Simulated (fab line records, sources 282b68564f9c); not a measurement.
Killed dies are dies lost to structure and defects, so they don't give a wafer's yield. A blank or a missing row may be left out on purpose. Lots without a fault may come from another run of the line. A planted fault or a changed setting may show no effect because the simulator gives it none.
Split-lot experiment | flow rit_cmos | 5 lots, 23 wafers read, on a route of 202 steps

THE SPLIT
At RIT_GATE_CVD_08 (deposits poly-Si from SiH4, target thk 250 nm, time 2220 s), the setting pressure_mtorr was moved away from the recipe's 300 mTorr on 20 of the 23 wafers read, by -8.3% to +10.1%. The other wafers ran this setting at the recipe's value.

The file shows no step between the split and the reading.

THE READING
GATE_POLY_THK, in nm, at RIT_GATE_THK_MEAS_09. Fault-free wafers of this fab line usually give 250.6 nm, standard deviation 2.1 nm.

wafer  | tool, chamber at the split | pressure_mtorr as run, mTorr | against the recipe | GATE_POLY_THK, nm | against lot-mates on the recipe
L076.1 | -, -                       | 275.1                        | -8.3%              | 242.7             | no lot-mate on the recipe
L076.2 | -, -                       | 275.1                        | -8.3%              | 238.5             | no lot-mate on the recipe
L076.3 | -, -                       | 275.1                        | -8.3%              | 239.1             | no lot-mate on the recipe
L076.4 | -, -                       | 275.1                        | -8.3%              | 240.9             | no lot-mate on the recipe
L076.6 | -, -                       | 275.1                        | -8.3%              | 240.7             | no lot-mate on the recipe
L078.3 | lpcvd-01, 1                | 300                          | recipe             | 251.7             | -
L078.5 | lpcvd-01, 1                | 300                          | recipe             | 251.7             | -
L078.6 | lpcvd-01, 1                | 300                          | recipe             | 251.5             | -
L081.1 | -, -                       | 330.2                        | +10.1%             | 264.3             | no lot-mate on the recipe
L081.3 | -, -                       | 330.2                        | +10.1%             | 264.5             | no lot-mate on the recipe
L081.4 | -, -                       | 330.2                        | +10.1%             | 267.1             | no lot-mate on the recipe
L081.5 | -, -                       | 330.2                        | +10.1%             | 265.9             | no lot-mate on the recipe
L081.6 | -, -                       | 330.2                        | +10.1%             | 265.9             | no lot-mate on the recipe
L083.2 | -, -                       | 280.7                        | -6.4%              | 245.8             | no lot-mate on the recipe
L083.3 | -, -                       | 280.7                        | -6.4%              | 241.6             | no lot-mate on the recipe
L083.4 | -, -                       | 280.7                        | -6.4%              | 242.2             | no lot-mate on the recipe
L083.5 | -, -                       | 280.7                        | -6.4%              | 243.7             | no lot-mate on the recipe
L083.6 | -, -                       | 280.7                        | -6.4%              | 243.6             | no lot-mate on the recipe
L084.1 | -, -                       | 328                          | +9.3%              | 257.9             | no lot-mate on the recipe
L084.3 | -, -                       | 328                          | +9.3%              | 258.0             | no lot-mate on the recipe
L084.4 | -, -                       | 328                          | +9.3%              | 261.3             | no lot-mate on the recipe
L084.5 | -, -                       | 328                          | +9.3%              | 257.4             | no lot-mate on the recipe
L084.6 | -, -                       | 328                          | +9.3%              | 260.1             | no lot-mate on the recipe

THE FIT
A straight line over all 23 wafers: GATE_POLY_THK changes by +1.2 nm for each +1% of pressure_mtorr; r = +0.97; the points scatter about the line by 2.4 nm.
Too few moved wafers have a lot-mate on the recipe to fit a line with each lot's own level taken away.

THE WHOLE CHAIN: every reading that the file lists as answering this split, in the file's order
step                 | what it does                                                                    | reading                                                                        | change (the file's fit)             | r (the file's)
RIT_GATE_CVD_08      | deposits poly-Si from SiH4, target thk 250 nm, time 2220 s                      | poly-Si_of_GATE_CVD_08.thk_nm (the simulator's own value, which no gauge read) | +1.2 nm for each +1% of the setting | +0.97
RIT_GATE_THK_MEAS_09 |                                                                                 | GATE_POLY_THK                                                                  | +1.2 for each +1% of the setting    | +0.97
RIT_GATE_ETCH_19     | etches poly-Si in SF6/CHF3/O2, stops on SiO2, time 165 s, target depth 312.5 nm | GATE.feature_depth_nm (the simulator's own value, which no gauge read)         | +1.2 nm for each +1% of the setting | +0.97
RIT_GATE_ETCH_19     | etches poly-Si in SF6/CHF3/O2, stops on SiO2, time 165 s, target depth 312.5 nm | etch.depth_nm (the simulator's own value, which no gauge read)                 | +1.2 nm for each +1% of the setting | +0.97

THE FILE'S OWN FIT
GATE_POLY_THK changes by +1.2 nm for each +1% of pressure_mtorr, r = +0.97.
